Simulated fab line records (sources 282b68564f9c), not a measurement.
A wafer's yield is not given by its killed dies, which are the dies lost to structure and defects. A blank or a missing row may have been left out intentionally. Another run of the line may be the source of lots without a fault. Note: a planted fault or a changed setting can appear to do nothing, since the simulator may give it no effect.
fab line records	flow rit_cmos
record lots=13	wafers=39	last_day=7
route steps=202 shown NLDD@111 NSD@137 PSD@151 M1@202
lots that met no fault: taken from a fault-free run of the same line
start_h: start of the lot's first displayed wafer, in hours after the record's first day	wait_h: time in hours since the lot's previous step	" unchanged from the row above	L1.1+2: one row covering several wafers at once	- either no value or no given start	* or withheld: withheld	< > ~ a bound
route shown NAME@n: NAME is a module with steps in the file, n the number in the route of the first one	usual: average and standard deviation across the fault-free wafers	same: alike in all rows	chamber/n: place in a boat	sites: each site's reading	_std_site: how widely they spread, as a standard deviation	_edge_site: mean of outer sites minus mean of inner sites	radius_mm: for every site, how far away it sits from the centre of the wafer	mask NAME#n: copy n	behind: tool/chamber where the wafer was last shaped	hold: why the lot went on hold/how many hours it stayed there/how the hold came to an end	device: which transistor (n, p or np) failed to switch	end of line: the same wafers' tests at the end of the route	for a step that has no rows: nothing shown but its recipe	killed: count of dies lost to structure and defects at first sort (not the wafer's yield)	map: a wafer's dies, x killed, . not, _ none there
set.NAME: the setting that was run; set.NAME@STEP: the one run at that earlier step	model.NAME: the simulator's own value behind a step, which no gauge read
route steps across a sampled set of lots; one table per step, one row per wafer
services: when a tool's chamber went out of use (start_h, in hours from the record's first day, below 0 if earlier), for how many hours, and the reason
## steps
# step RIT_NLDD_IMPLANT_08
# recipe species=P	energy_kev=20	dose_cm2=5e+14	tilt_deg=7
# usual faraday_current_uA=1578/31
lot.wafer	tool	chamber	start_h	wait_h	faraday_current_uA
L551.3	implanter-02	0	41.42	0.1	1575
L551.4	"	0	"	"	1602
L551.5	"	0	"	"	1620
L553.2	implanter-02	0	51.18	0.1	1619
L553.3	"	0	"	"	1602
L553.4	"	0	"	"	1579
L554.1	implanter-02	0	58.09	0.1	1494
L554.3	"	0	"	"	1534
L554.6	"	0	"	"	1593
L556.1	implanter-03	0	72.88	0.1	1561
L556.3	"	0	"	"	1593
L556.5	"	0	"	"	1599
L558.3	implanter-01	0	81.17	0.1	1536
L558.5	"	0	"	"	1540
L558.6	"	0	"	"	1564
L563.1	implanter-01	0	103.17	0.1	1606
L563.3	"	0	"	"	1584
L563.5	"	0	"	"	1622
L564.3	implanter-03	0	108.40	0.1	1625
L564.4	"	0	"	"	1572
L564.5	"	0	"	"	1545
L566.1	implanter-02	0	117.67	0.1	1579
L566.5	"	0	"	"	1568
L566.6	"	0	"	"	1595
L568.3	implanter-02	0	128.54	0.1	1541
L568.5	"	0	"	"	1581
L568.6	"	0	"	"	1594
L569.2	implanter-03	0	132.94	0.1	1532
L569.4	"	0	"	"	1550
L569.6	"	0	"	"	1585
L570.3	implanter-02	0	138.62	0.1	1577
L570.4	"	0	"	"	1587
L570.5	"	0	"	"	1563
L572.1	implanter-03	0	147.97	0.1	1626
L572.4	"	0	"	"	1633
L572.6	"	0	"	"	1509
L573.3	implanter-03	0	153.56	0.1	1575
L573.4	"	0	"	"	1585
L573.6	"	0	"	"	1534
# step RIT_NSD_OVL_MEAS_06
# usual NSD_OVL=-1.0/1.4
lot.wafer	tool	chamber	start_h	wait_h	NSD_OVL[nm]
L551.3	overlay-02	-	46.88	-	-0.7
L551.4	"	-	"	"	-0.2
L551.5	"	-	"	"	0.5
L553.2	overlay-02	-	56.45	-	-0.3
L553.3	"	-	"	"	-0.7
L553.4	"	-	"	"	-2.2
L554.1	overlay-02	-	63.36	-	-0.7
L554.3	"	-	"	"	-0.6
L554.6	"	-	"	"	-1.4
L556.1	overlay-02	-	78.46	-	0.3
L556.3	"	-	"	"	-0.6
L556.5	"	-	"	"	-0.3
L558.3	overlay-01	-	86.61	-	0.5
L558.5	"	-	"	"	-0.7
L558.6	"	-	"	"	0.5
L563.1	overlay-01	-	110.26	-	0.7
L563.3	"	-	"	"	-0.6
L563.5	"	-	"	"	0.5
L564.3	overlay-01	-	113.67	-	2.5
L564.4	"	-	"	"	1.9
L564.5	"	-	"	"	1.5
L566.1	overlay-01	-	122.95	-	-4.1
L566.5	"	-	"	"	-1.9
L566.6	"	-	"	"	-2.3
L568.3	overlay-01	-	133.99	-	-0.7
L568.5	"	-	"	"	-0.5
L568.6	"	-	"	"	-0.6
L569.2	overlay-01	-	138.29	-	-1.2
L569.4	"	-	"	"	-1.1
L569.6	"	-	"	"	-0.9
L570.3	overlay-01	-	143.89	-	-4.8
L570.4	"	-	"	"	-1.9
L570.5	"	-	"	"	-2.6
L572.1	overlay-02	-	153.14	-	-2.0
L572.4	"	-	"	"	-1.6
L572.6	"	-	"	"	-2.0
L573.3	overlay-02	-	158.80	-	1.0
L573.4	"	-	"	"	-0.2
L573.6	"	-	"	"	0.8
# step RIT_NSD_TW_MEAS_10
# usual NSD_TW=3134/39
lot.wafer	tool	chamber	start_h	wait_h	NSD_TW
L551.3	film_metro-02	-	47.40	0.1	3096
L551.4	"	-	"	"	3096
L551.5	"	-	"	"	3089
L553.2	film_metro-03	-	56.97	0.1	3171
L553.3	"	-	"	"	3167
L553.4	"	-	"	"	3159
L554.1	film_metro-03	-	63.87	0.1	3187
L554.3	"	-	"	"	3179
L554.6	"	-	"	"	3183
L556.1	film_metro-03	-	78.97	0.1	3176
L556.3	"	-	"	"	3169
L556.5	"	-	"	"	3186
L558.3	film_metro-01	-	87.13	0.1	3069
L558.5	"	-	"	"	3076
L558.6	"	-	"	"	3067
L563.1	film_metro-03	-	110.77	0.1	3151
L563.3	"	-	"	"	3172
L563.5	"	-	"	"	3186
L564.3	film_metro-02	-	114.19	0.1	3118
L564.4	"	-	"	"	3102
L564.5	"	-	"	"	3097
L566.1	film_metro-02	-	123.46	0.1	3102
L566.5	"	-	"	"	3104
L566.6	"	-	"	"	3132
L568.3	film_metro-03	-	134.51	0.1	3183
L568.5	"	-	"	"	3157
L568.6	"	-	"	"	3172
L569.2	film_metro-02	-	138.81	0.1	3108
L569.4	"	-	"	"	3093
L569.6	"	-	"	"	3119
L570.3	film_metro-01	-	144.41	0.1	3102
L570.4	"	-	"	"	3098
L570.5	"	-	"	"	3093
L572.1	film_metro-03	-	153.65	0.1	3164
L572.4	"	-	"	"	3161
L572.6	"	-	"	"	3156
L573.3	film_metro-03	-	159.32	0.1	3149
L573.4	"	-	"	"	3165
L573.6	"	-	"	"	3170
# step RIT_PSD_STRIP_09
# recipe chemistry=O2	time_s=180	resist=NOVOLAK	platen_temp_c=withheld	power_w=500	pressure_mtorr=4000	o2_flow_sccm=4000
# usual drypump_motor_current_A=5.51/0.22	o2_flow_sccm=4001/12
lot.wafer	tool	chamber	start_h	wait_h	drypump_motor_current_A	o2_flow_sccm	rf_hours_counter_h
L551.3	plasma_asher-02	1	48.69	0.1	5.39	3992	-
L551.4	"	0	"	"	5.43	4019	-
L551.5	"	1	"	"	5.37	4005	-
L553.2	plasma_asher-03	1	58.21	0.1	5.41	4001	41
L553.3	"	0	"	"	6.07	4003	-
L553.4	"	1	"	"	5.41	3999	-
L554.1	plasma_asher-04	0	65.24	0.1	5.55	4005	43
L554.3	"	1	"	"	5.41	3984	-
L554.6	"	1	"	"	5.40	4001	-
L556.1	plasma_asher-03	1	80.21	0.1	5.39	4004	43
L556.3	"	1	"	"	5.40	4004	-
L556.5	"	0	"	"	6.06	3979	-
L558.3	plasma_asher-02	1	88.54	0.1	5.40	3991	-
L558.5	"	0	"	"	5.46	4002	-
L558.6	"	1	"	"	5.38	4014	-
L563.1	plasma_asher-03	1	112.25	0.1	5.38	3995	47
L563.3	"	0	"	"	6.09	4020	-
L563.5	"	0	"	"	6.07	4010	-
L564.3	plasma_asher-02	1	115.47	0.1	5.37	3993	-
L564.4	"	0	"	"	5.45	3989	-
L564.5	"	0	"	"	5.44	3995	-
L566.1	plasma_asher-04	0	124.70	0.1	5.55	4001	50
L566.5	"	0	"	"	5.58	4006	-
L566.6	"	1	"	"	5.42	3991	-
L568.3	plasma_asher-02	0	135.80	0.1	5.40	4011	-
L568.5	"	0	"	"	5.43	4011	-
L568.6	"	1	"	"	5.38	4003	-
L569.2	plasma_asher-02	1	140.17	0.1	5.37	3990	36
L569.4	"	0	"	"	5.43	4018	-
L569.6	"	0	"	"	5.41	4006	-
L570.3	plasma_asher-04	1	145.93	0.1	5.41	3984	-
L570.4	"	0	"	"	5.54	4004	-
L570.5	"	0	"	"	5.53	3997	-
L572.1	plasma_asher-02	0	155.02	0.1	5.40	3993	38
L572.4	"	1	"	"	5.37	4007	-
L572.6	"	1	"	"	5.37	4009	-
L573.3	plasma_asher-02	1	160.82	0.1	5.37	3995	-
L573.4	"	0	"	"	5.44	3989	-
L573.6	"	1	"	"	5.36	4005	-
# step RIT_SDANNEAL_RS_MEAS_07
# recipe thk_meas_gauge=four-point-probe
# usual NLDD_RS=151.6/0.46
lot.wafer	tool	chamber	start_h	wait_h	NLDD_RS[ohm/sq]
L551.3	film_metro-03	-	49.69	0.1	151.9
L551.4	"	-	"	"	152.1
L551.5	"	-	"	"	152.1
L553.2	film_metro-01	-	59.25	0.1	151.2
L553.3	"	-	"	"	151.0
L553.4	"	-	"	"	151.2
L554.1	film_metro-01	-	66.44	0.1	151.2
L554.3	"	-	"	"	152.0
L554.6	"	-	"	"	151.9
L556.1	film_metro-01	-	81.31	0.1	150.9
L556.3	"	-	"	"	150.8
L556.5	"	-	"	"	151.2
L558.3	film_metro-02	-	89.60	0.1	151.6
L558.5	"	-	"	"	151.4
L558.6	"	-	"	"	151.6
L563.1	film_metro-01	-	113.28	0.1	158.1
L563.3	"	-	"	"	157.6
L563.5	"	-	"	"	157.9
L564.3	film_metro-03	-	116.47	0.1	151.7
L564.4	"	-	"	"	151.1
L564.5	"	-	"	"	151.3
L566.1	film_metro-01	-	125.72	0.1	152.4
L566.5	"	-	"	"	152.8
L566.6	"	-	"	"	152.3
L568.3	film_metro-03	-	136.86	0.1	151.4
L568.5	"	-	"	"	152.3
L568.6	"	-	"	"	152.0
L569.2	film_metro-01	-	141.21	0.1	152.1
L569.4	"	-	"	"	152.4
L569.6	"	-	"	"	151.6
L570.3	film_metro-01	-	146.99	0.1	152.1
L570.4	"	-	"	"	151.7
L570.5	"	-	"	"	151.4
L572.1	film_metro-01	-	156.04	0.1	152.3
L572.4	"	-	"	"	152.6
L572.6	"	-	"	"	152.1
L573.3	film_metro-03	-	161.83	0.1	151.0
L573.4	"	-	"	"	151.0
L573.6	"	-	"	"	150.7
# step RIT_M1_PROBE_99
# usual killed_at_contacts=0.0/0.22	killed_at_front_end=6.9/2.9	killed_dies=7.0/2.9	killed_open=3.5/2	killed_short=3.5/2
# same gross_dies=264	killed_at_M0_to_M3=0	killed_at_M4_up=0	killed_at_back_side=0	killed_at_other=0
lot.wafer	tool	chamber	start_h	wait_h	killed_at_contacts	killed_at_front_end	killed_dies	killed_open	killed_short
L551.3	prober-02	-	60.44	0.2	0	7	7	3	4
L551.4	prober-02	-	60.49	0.2	1	7	8	3	5
L551.5	prober-02	-	60.54	0.2	0	8	8	4	4
L553.2	prober-02	-	66.65	0.1	0	9	9	6	3
L553.3	prober-02	-	66.70	0.2	0	7	7	5	2
L553.4	prober-02	-	66.75	0.2	0	9	9	4	5
L554.1	prober-01	-	73.60	0.1	0	5	5	3	2
L554.3	prober-01	-	73.70	0.2	0	7	7	3	4
L554.6	prober-01	-	73.85	0.2	0	5	5	2	3
L556.1	prober-01	-	88.72	0.1	0	10	10	7	3
L556.3	prober-01	-	88.82	0.2	0	5	5	1	4
L556.5	prober-01	-	88.92	0.2	0	8	8	4	4
L558.3	prober-01	-	97.28	0.2	0	4	4	3	1
L558.5	prober-01	-	97.38	0.2	0	4	4	3	1
L558.6	prober-01	-	97.43	0.2	0	5	5	1	4
L563.1	prober-02	-	120.37	0.1	0	11	11	3	8
L563.3	prober-02	-	120.47	0.2	0	5	5	2	3
L563.5	prober-02	-	120.57	0.2	0	9	9	6	3
L564.3	prober-01	-	123.81	0.2	0	5	5	3	2
L564.4	prober-01	-	123.86	0.2	0	9	9	4	5
L564.5	prober-01	-	123.91	0.2	0	10	10	7	3
L566.1	prober-01	-	132.94	0.1	0	3	3	1	2
L566.5	prober-01	-	133.14	0.2	0	5	5	2	3
L566.6	prober-01	-	133.19	0.2	0	5	5	4	1
L568.3	prober-01	-	145.06	0.2	0	8	8	6	2
L568.5	prober-01	-	145.16	0.2	0	5	5	1	4
L568.6	prober-01	-	145.21	0.2	0	7	7	0	7
L569.2	prober-02	-	148.72	0.1	0	4	4	1	3
L569.4	prober-02	-	148.82	0.2	0	9	9	5	4
L569.6	prober-02	-	148.92	0.2	0	6	6	5	1
L570.3	prober-01	-	154.87	0.2	0	5	5	4	1
L570.4	prober-01	-	154.92	0.2	0	2	2	1	1
L570.5	prober-01	-	154.97	0.2	0	4	4	3	1
L572.1	prober-01	-	164.06	0.1	0	7	7	3	4
L572.4	prober-01	-	164.21	0.2	0	3	3	3	0
L572.6	prober-01	-	164.31	0.2	0	5	5	2	3
L573.3	prober-02	-	169.07	0.2	0	2	2	1	1
L573.4	prober-02	-	169.12	0.2	0	6	6	4	2
L573.6	prober-02	-	169.22	0.2	0	1	1	0	1
# killed by level:class
L551.3 GATE:geometric_particle:short=2 FOX2:geometric_particle:open=1 GATE:geometric_particle:open=1 REOX:geometric_particle:short=1 SILICIDE:geometric_particle:short=1 SILICIDE:geometric_particle:open=1
L551.4 SILICIDE:geometric_particle:short=2 FOX1:geometric_particle:short=1 GATE:geometric_particle:open=1 REOX:geometric_particle:short=1 SPACER:geometric_particle:open=1 SILICIDE:geometric_particle:open=1 CONTACT:geometric_particle:short=1
L551.5 GATE:geometric_particle:open=2 FOX1:geometric_particle:short=1 GATE:geometric_particle:short=1 REOX:geometric_particle:short=1 SPACER:geometric_particle:open=1 SILICIDE:geometric_particle:open=1 SILICIDE:geometric_particle:short=1
L553.2 GATE:geometric_particle:open=3 GATE:geometric_particle:short=2 SILICIDE:geometric_particle:open=2 FOX1:geometric_particle:short=1 SPACER:geometric_particle:open=1
L553.3 GATE:geometric_particle:open=3 GATE:geometric_particle:short=2 FOX1:geometric_particle:open=1 FOX2:geometric_particle:open=1
L553.4 GATE:geometric_particle:short=3 GATE:geometric_particle:open=2 SPACER:geometric_particle:open=2 SILICIDE:geometric_particle:short=2
L554.1 GATE:geometric_particle:open=3 GATE:geometric_particle:short=2
L554.3 REOX:geometric_particle:short=2 FOX1:geometric_particle:short=1 GATE:geometric_particle:open=1 SPACER:geometric_particle:short=1 SPACER:geometric_particle:open=1 SILICIDE:geometric_particle:open=1
L554.6 GATE:geometric_particle:short=2 GATE:geometric_particle:open=1 REOX:geometric_particle:short=1 REOX:geometric_particle:open=1
L556.1 GATE:geometric_particle:open=3 GATE:geometric_particle:short=3 FOX1:geometric_particle:open=2 REOX:geometric_particle:open=2
L556.3 GATE:geometric_particle:short=3 GATE:geometric_particle:open=1 SPACER:geometric_particle:short=1
L556.5 GATE:geometric_particle:short=2 SPACER:geometric_particle:open=2 FOX1:geometric_particle:short=1 FOX1:geometric_particle:open=1 GATE:geometric_particle:open=1 SPACER:geometric_particle:short=1
L558.3 GATE:geometric_particle:open=2 REOX:geometric_particle:short=1 SILICIDE:geometric_particle:open=1
L558.5 GATE:geometric_particle:open=2 FOX2:geometric_particle:open=1 GATE:geometric_particle:short=1
L558.6 FOX1:geometric_particle:short=2 FOX2:geometric_particle:short=1 FOX2:geometric_particle:open=1 GATE:geometric_particle:short=1
L563.1 FOX2:geometric_particle:short=3 SILICIDE:geometric_particle:short=3 GATE:geometric_particle:open=2 FOX1:geometric_particle:short=1 GATE:geometric_particle:short=1 SILICIDE:geometric_particle:open=1
L563.3 FOX2:geometric_particle:short=1 REOX:geometric_particle:short=1 REOX:geometric_particle:open=1 SPACER:geometric_particle:short=1 SPACER:geometric_particle:open=1
L563.5 GATE:geometric_particle:open=2 FOX1:geometric_particle:open=1 FOX2:geometric_particle:open=1 GATE:geometric_particle:short=1 SPACER:geometric_particle:short=1 SPACER:geometric_particle:open=1 SILICIDE:geometric_particle:short=1 SILICIDE:geometric_particle:open=1
L564.3 FOX2:geometric_particle:open=2 FOX1:geometric_particle:short=1 GATE:geometric_particle:short=1 SILICIDE:geometric_particle:open=1
L564.4 REOX:geometric_particle:open=3 GATE:geometric_particle:short=2 REOX:geometric_particle:short=2 FOX1:geometric_particle:open=1 SILICIDE:geometric_particle:short=1
L564.5 FOX1:geometric_particle:open=4 GATE:geometric_particle:open=2 REOX:geometric_particle:short=2 FOX1:geometric_particle:short=1 REOX:geometric_particle:open=1
L566.1 GATE:geometric_particle:short=2 GATE:geometric_particle:open=1
L566.5 GATE:geometric_particle:open=2 REOX:geometric_particle:short=2 SILICIDE:geometric_particle:short=1
L566.6 REOX:geometric_particle:open=3 REOX:geometric_particle:short=1 SPACER:geometric_particle:open=1
L568.3 GATE:geometric_particle:open=3 SPACER:geometric_particle:open=2 FOX1:geometric_particle:short=1 REOX:geometric_particle:open=1 REOX:geometric_particle:short=1
L568.5 FOX1:geometric_particle:short=1 FOX2:geometric_particle:short=1 GATE:geometric_particle:short=1 REOX:geometric_particle:open=1 SILICIDE:geometric_particle:short=1
L568.6 FOX2:geometric_particle:short=2 SILICIDE:geometric_particle:short=2 ACTIVE:geometric_particle:short=1 FOX1:geometric_particle:short=1 REOX:geometric_particle:short=1
L569.2 FOX2:geometric_particle:short=1 GATE:geometric_particle:short=1 REOX:geometric_particle:open=1 SPACER:geometric_particle:short=1
L569.4 REOX:geometric_particle:open=4 FOX2:geometric_particle:short=2 GATE:geometric_particle:open=1 GATE:geometric_particle:short=1 SILICIDE:geometric_particle:short=1
L569.6 GATE:geometric_particle:open=4 FOX2:geometric_particle:open=1 SPACER:geometric_particle:short=1
L570.3 REOX:geometric_particle:open=2 FOX2:geometric_particle:open=1 GATE:geometric_particle:short=1 SPACER:geometric_particle:open=1
L570.4 GATE:geometric_particle:short=1 GATE:geometric_particle:open=1
L570.5 GATE:geometric_particle:open=2 SPACER:geometric_particle:short=1 SILICIDE:geometric_particle:open=1
L572.1 FOX1:geometric_particle:open=2 GATE:geometric_particle:short=2 FOX1:geometric_particle:short=1 FOX2:geometric_particle:open=1 SILICIDE:geometric_particle:short=1
L572.4 FOX1:geometric_particle:open=1 GATE:geometric_particle:open=1 SILICIDE:geometric_particle:open=1
L572.6 FOX2:geometric_particle:short=2 GATE:geometric_particle:open=2 REOX:geometric_particle:short=1
L573.3 FOX2:geometric_particle:open=1 GATE:geometric_particle:short=1
L573.4 GATE:geometric_particle:open=3 FOX1:geometric_particle:short=1 FOX2:geometric_particle:open=1 GATE:geometric_particle:short=1
L573.6 REOX:geometric_particle:short=1
## services
tool	chamber	start_h	hours	kind
implanter-03	-	30.89	3.5	repair
implanter-03	-	38.84	0.5	repair
plasma_asher-04	-	45.41	3.7	repair
implanter-01	-	57.03	1.3	repair
implanter-01	-	65.60	6.5	pm
plasma_asher-02	-	67.41	14.6	pm
implanter-01	-	81.48	0.7	repair
plasma_asher-04	-	136.70	1.5	repair
implanter-02	-	156.44	3.9	pm
## key
first_sign step=RIT_SDANNEAL_RS_MEAS_07	reading=NLDD_RS	direction=up	sigmas=14	usual=151.6	struck=157.9
effect none on later readings
met_at RIT_NLDD_IMPLANT_08
struck_lots L563
tester_left_out L563
loop_trim step=RIT_M1_EXPOSE_06	setting=dose	lots=L563
not_acting_at RIT_NSD_OVL_MEAS_06,RIT_NSD_TW_MEAS_10,RIT_PSD_STRIP_09
onset_between 81.17 103.17
fault kind=process_parameter_drift	tool=implanter-01	chamber=-	onset_h=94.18	steps=RIT_NLDD_IMPLANT_08	channel=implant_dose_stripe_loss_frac	offset=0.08	shape=step	end_h=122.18
# tester_left_out: of these lots the tester's yield and bins aren't shown, on N5 and GAA mostly nor the transistor test; their killed dies are dies lost to structure and defects alone, not to doping, threshold or leakage, so they don't give the yield
# loop_trim: a control loop set the setting to another value than it would have without faults
